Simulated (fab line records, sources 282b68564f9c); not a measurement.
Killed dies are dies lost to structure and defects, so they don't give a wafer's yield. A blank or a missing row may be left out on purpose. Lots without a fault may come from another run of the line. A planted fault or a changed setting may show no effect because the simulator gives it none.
Which tool did it? | flow rit_cmos | 14 lots, 42 wafers sampled, at 2 steps of a route of 202

WHAT THE GAUGES READ, wafer by wafer
The record holds no reading of a measuring or inspecting step that can be judged against a usual standard deviation.

WHICH TOOL RAN EACH LOT (tool, then ch and the chambers of the sampled wafers, then the start)
lot  | RIT_M1_ANNEAL_15             | RIT_M1_PROBE_99
L256 | furnace-02 ch 0, day 3 18:12 | prober-01, day 3 19:49
L257 | furnace-02 ch 0, day 3 20:32 | prober-02, day 3 22:13
L258 | furnace-02 ch 0, day 3 22:48 | prober-01, day 4 00:25
L259 | furnace-02 ch 0, day 4 03:35 | prober-02, day 4 05:16
L262 | furnace-02 ch 0, day 4 17:01 | prober-01, day 4 18:41
L263 | furnace-02 ch 0, day 4 21:37 | prober-01, day 4 23:20
L264 | furnace-02 ch 0, day 5 02:26 | prober-02, day 5 04:06
L265 | furnace-02 ch 0, day 5 05:46 | prober-01, day 5 07:23
L266 | furnace-02 ch 0, day 5 11:09 | prober-02, day 5 12:46
L268 | furnace-02 ch 0, day 5 21:34 | prober-02, day 5 23:17
L269 | furnace-02 ch 0, day 6 05:35 | prober-01, day 6 07:22
L271 | furnace-02 ch 0, day 6 14:01 | prober-01, day 6 15:38
L277 | furnace-02 ch 0, day 8 04:20 | prober-01, day 8 05:58
L278 | furnace-02 ch 0, day 8 13:35 | prober-02, day 8 15:22
- RIT_M1_ANNEAL_15: time 1800 s.
- RIT_M1_PROBE_99

WHAT THE TOOLS THEMSELVES READ (means of the sampled wafers that have a number; where no wafer has one, the mark that the record gives instead)
RIT_M1_ANNEAL_15. Usual: spike_tc_centre_C 453.5 C, standard deviation 0.99; spike_tc_load_C 469.9 C, standard deviation 1; spike_tc_source_C 467.3 C, standard deviation 0.88; tube_center_temp_C 450 C, standard deviation 0.041; tube_center_temp_C_max 451.16, standard deviation 0.18; zone_power_centre_pct 15.97 %, standard deviation 0.16; zone_power_load_pct 5.75 %, standard deviation 0.062; zone_power_source_pct 6.30 %, standard deviation 0.066.
lot  | tool       | spike_tc_centre_C (C) | spike_tc_load_C (C) | spike_tc_source_C (C) | tube_center_temp_C (C) | tube_center_temp_C_max | zone_power_centre_pct (%) | zone_power_load_pct (%) | zone_power_source_pct (%) | flag
L256 | furnace-02 | 453.5                 | 470.0               | 467.2                 | 450                    | 451.08                 | 15.84                     | 5.77                    | 6.26                      |
L257 | furnace-02 | 452.9                 | 469.8               | 466.8                 | 450                    | 451.25                 | 15.95                     | 5.77                    | 6.35                      |
L258 | furnace-02 | 453.0                 | 469.3               | 467.6                 | 450                    | 450.95                 | 15.99                     | 5.80                    | 6.23                      |
L259 | furnace-02 | 453.8                 | 470.1               | 466.8                 | 450                    | 451.11                 | 16.01                     | 5.70                    | 6.29                      |
L262 | furnace-02 | 453.3                 | 469.6               | 467.2                 | 450                    | 451.14                 | 16.08                     | 5.66                    | 6.22                      |
L263 | furnace-02 | 453.2                 | 469.4               | 467.4                 | 450                    | 451.16                 | 16.01                     | 5.76                    | 6.28                      |
L264 | furnace-02 | 453.7                 | 470.0               | 467.4                 | 450                    | 451.25                 | 16.02                     | 5.76                    | 6.29                      |
L265 | furnace-02 | 453.6                 | 470.4               | 467.2                 | 450                    | 451.11                 | 15.93                     | 5.84                    | 6.31                      |
L266 | furnace-02 | 453.1                 | 470.3               | 467.5                 | 450                    | 451.21                 | 16.13                     | 5.80                    | 6.32                      |
L268 | furnace-02 | 453.5                 | 470.1               | 466.7                 | 450                    | 451.44                 | 15.83                     | 5.68                    | 6.24                      |
L269 | furnace-02 | 453.5                 | 469.2               | 468.3                 | 450                    | 451.22                 | 16.01                     | 5.74                    | 6.31                      |
L271 | furnace-02 | 452.5                 | 470.2               | 468.1                 | 450                    | 451.15                 | 15.85                     | 5.77                    | 6.35                      |
L277 | furnace-02 | 393.8                 | 409.6               | 406.1                 | 390                    | 390.99                 | 13.66                     | 4.53                    | 4.93                      | OFF
L278 | furnace-02 | 393.0                 | 409.3               | 406.8                 | 390                    | 391.26                 | 13.63                     | 4.54                    | 4.93                      | OFF

RIT_M1_PROBE_99. Usual: defect_limited_yield 97.3 %, standard deviation 1.1; killed_at_M0_to_M3 0.0, standard deviation 0.12; killed_at_contacts 0.0, standard deviation 0.2; killed_at_front_end 7, standard deviation 3; killed_dies 7, standard deviation 3; killed_open 3.4, standard deviation 1.8; killed_short 3.8, standard deviation 2.1; sort_bin_3_pad_short 0.2 %, standard deviation 0.27; sort_bin_5_function 1.5 %, standard deviation 0.8; sort_bin_6_memory 1.1 %, standard deviation 0.7; sort_n_pass 257, standard deviation 3; sort_yield_pct 97.3 %, standard deviation 1.1.
lot  | tool      | defect_limited_yield (%) | killed_at_M0_to_M3 | killed_at_contacts | killed_at_front_end | killed_dies | killed_open | killed_short | sort_bin_3_pad_short (%) | sort_bin_5_function (%) | sort_bin_6_memory (%) | sort_n_pass | sort_yield_pct (%) | flag
L256 | prober-01 | 96.3                     | 0.0                | 0.3                | 9                   | 10          | 6.3         | 3.3          | 0.4                      | 1.9                     | 1.4                   | 254         | 96.3               |
L257 | prober-02 | 96.5                     | 0.0                | 0.0                | 9                   | 9           | 4.0         | 5.3          | 0.3                      | 1.9                     | 1.4                   | 255         | 96.5               |
L258 | prober-01 | 97.2                     | 0.0                | 0.0                | 7                   | 7           | 5.3         | 2.0          | 0.0                      | 1.6                     | 1.1                   | 257         | 97.2               |
L259 | prober-02 | 97.6                     | 0.0                | 0.0                | 6                   | 6           | 2.7         | 3.7          | 0.1                      | 1.4                     | 0.9                   | 258         | 97.6               |
L262 | prober-01 | 97.5                     | 0.0                | 0.0                | 7                   | 7           | 2.7         | 4.0          | 0.1                      | 1.1                     | 1.3                   | 257         | 97.5               |
L263 | prober-01 | 98.2                     | 0.0                | 0.0                | 5                   | 5           | 1.0         | 3.7          | 0.3                      | 1.0                     | 0.5                   | 259         | 98.2               |
L264 | prober-02 | 99.0                     | 0.0                | 0.0                | 3                   | 3           | 1.3         | 1.3          | 0.0                      | 0.8                     | 0.3                   | 261         | 99.0               |
L265 | prober-01 | 97.9                     | 0.0                | 0.0                | 6                   | 6           | 2.3         | 3.3          | 0.1                      | 1.3                     | 0.8                   | 258         | 97.9               |
L266 | prober-02 | 97.1                     | 0.0                | 0.0                | 8                   | 8           | 3.0         | 4.7          | 0.4                      | 0.6                     | 1.9                   | 256         | 97.1               |
L268 | prober-02 | 96.1                     | 0.0                | 0.3                | 10                  | 10          | 5.3         | 5.0          | 0.0                      | 2.4                     | 1.5                   | 254         | 96.1               |
L269 | prober-01 | 98.4                     | 0.0                | 0.3                | 4                   | 4           | 3.3         | 1.0          | 0.0                      | 1.0                     | 0.6                   | 260         | 98.4               |
L271 | prober-01 | 97.6                     | 0.0                | 0.0                | 6                   | 6           | 2.0         | 4.3          | 0.1                      | 1.4                     | 0.9                   | 258         | 97.6               |
L277 | prober-01 | 96.7                     | 0.3                | 0.0                | 8                   | 9           | 3.7         | 5.0          | 0.3                      | 1.5                     | 1.5                   | 255         | 96.7               |
L278 | prober-02 | 98.2                     | 0.0                | 0.0                | 5                   | 5           | 2.3         | 2.3          | 0.1                      | 1.3                     | 0.4                   | 259         | 98.2               |

THE ANSWER, worked out from the rows above alone
Rule: a lot is off if the mean of its wafers that have a number lies more than 3 standard deviations from the usual mean. A lot without any number at a reading at which 4 lots or more have one is off too. The other lots that the step has rows for count as sound. The gauges are gone through in route order, then the tools' own readings, and for those a lot's mean is taken as printed above. The first step at which some lot is off is used, and at that step the reading that is off furthest; a lot without a number counts as furthest.
Off: L277, L278, at RIT_M1_ANNEAL_15 (tube_center_temp_C).
A tool fits if, at that step or a process step before it, it ran every lot that is off, and no sound lot after the first of them. One fits: furnace-02 at RIT_M1_ANNEAL_15. Its last sound lot is L271 (day 6 14:01), its first lot that is off L277 (day 8 04:20): a fault that began between those two fits.
The tool's own readings at RIT_M1_ANNEAL_15 bear it out: on the lots that are off they differ by more than 5 times the standard deviation of the sound lots' means. spike_tc_centre_C reads 393.4 C there against 453.3 C on the sound lots; spike_tc_load_C reads 409.5 C there against 469.9 C on the sound lots; spike_tc_source_C reads 406.5 C there against 467.4 C on the sound lots; tube_center_temp_C reads 390 C there against 450 C on the sound lots; tube_center_temp_C_max reads 391.12 there against 451.17 on the sound lots; zone_power_centre_pct reads 13.64 % there against 15.97 % on the sound lots; zone_power_load_pct reads 4.54 % there against 5.75 % on the sound lots; zone_power_source_pct reads 4.93 % there against 6.29 % on the sound lots.

WHAT THE SIMULATOR HAD PUT IN
Process parameter drift: furnace-02, from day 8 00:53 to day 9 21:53, at RIT_M1_ANNEAL_15. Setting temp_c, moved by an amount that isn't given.
Lots struck among those shown: L277, L278. The rule above found the same.
